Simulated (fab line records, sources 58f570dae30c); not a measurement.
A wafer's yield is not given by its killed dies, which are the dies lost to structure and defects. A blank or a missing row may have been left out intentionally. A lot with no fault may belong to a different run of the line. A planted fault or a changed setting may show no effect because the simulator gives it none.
Code-filled problem report in 8D (eight disciplines) form ; flow berkeley-cmos170 ; the parts of the form that need people (team, actions taken, sign-off) are left out

1. THE ISSUE
Wafers without a fault read 56.80 W, standard deviation 0.049; heater-power-total-W at UCB170_ACTIVE_PEB_11 reads a mean of 58.48 W on 6 wafers belonging to 2 lots. Relative to the usual mean, that is a shift of +34 standard deviations.
Seen first at day 6 14:26 on litho-track-01, wafer L288.1. Wafers with a number at this step in the record: 36, from 12 lots. By rule, "out" or "out of limits" means more than 4 standard deviations away from the usual mean. Any other wafer with a number is counted as sound.

2. WHAT IT IS, AND WHAT IT ISN'T
question;is;is not
which readings at this step;heater-power-total-W;-
which lots;L286, L288;L287, L290, L291, L292, L293, L294, L297, L298, L299, L300
which wafers of those lots;all that have a number;-
read on which tools;litho-track-01;litho-track-02, litho-track-03
when;from day 6 14:26;"up to then (0 sound wafers); but 30 sound wafers of L287, L290, L291, L292, L293, L294, L297, L298, L299, L300 came after"

3. THE SUSPECTS, EACH WITH WHAT RULES IT OUT
Counting: a tool at any process step up to the reading remains a suspect when it ran all the lots that are out and ran no sound lot after the first of those.
- litho-track-01 at UCB170_ACTIVE_PEB_11: kept. It ran every lot that is out, first L288 (day 6 14:26), and no sound lot after that. On those wafers its own readings are out: heater-power-total-W.
Left after counting: litho-track-01 at UCB170_ACTIVE_PEB_11.

4. THE CAUSE (what the simulator had put in)
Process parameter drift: litho-track-01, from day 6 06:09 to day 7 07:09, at UCB170_ACTIVE_PEB_11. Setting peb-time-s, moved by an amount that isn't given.
The count eliminated every tool but this one.

5. SEQUENCE OF EFFECTS, ordered by route
Rows list readings where the struck wafers' mean (over those with a number) sits beyond 3 standard deviations from the usual. Only readings for which the record gives a usual standard deviation are gone through. hours: the time from each lot's start at the first step in this table that gives one to its start at this step, as a median over the lots. sigmas: the change in usual standard deviations.
hours;step;reading;usual;on struck wafers;change;sigmas
0;UCB170_ACTIVE_PEB_11;heater-power-total-W;56.80 W;58.48;+1.68;+34
It contains these process steps:
- UCB170_ACTIVE_PEB_11
Later measuring or inspecting steps at which every struck wafer that the step has a row for has a number for every such reading, and none has moved that far: UCB170_ACTIVE_CD_MEAS_13, UCB170_PLDD_OVL_MEAS_07, UCB170_CONTACT_CD_MEAS_90.

6. HOW IT WOULD HAVE BEEN CAUGHT EARLIER
In this record the first reading out of limits was taken at day 6 14:26, 8 hours after the fault began at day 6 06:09.
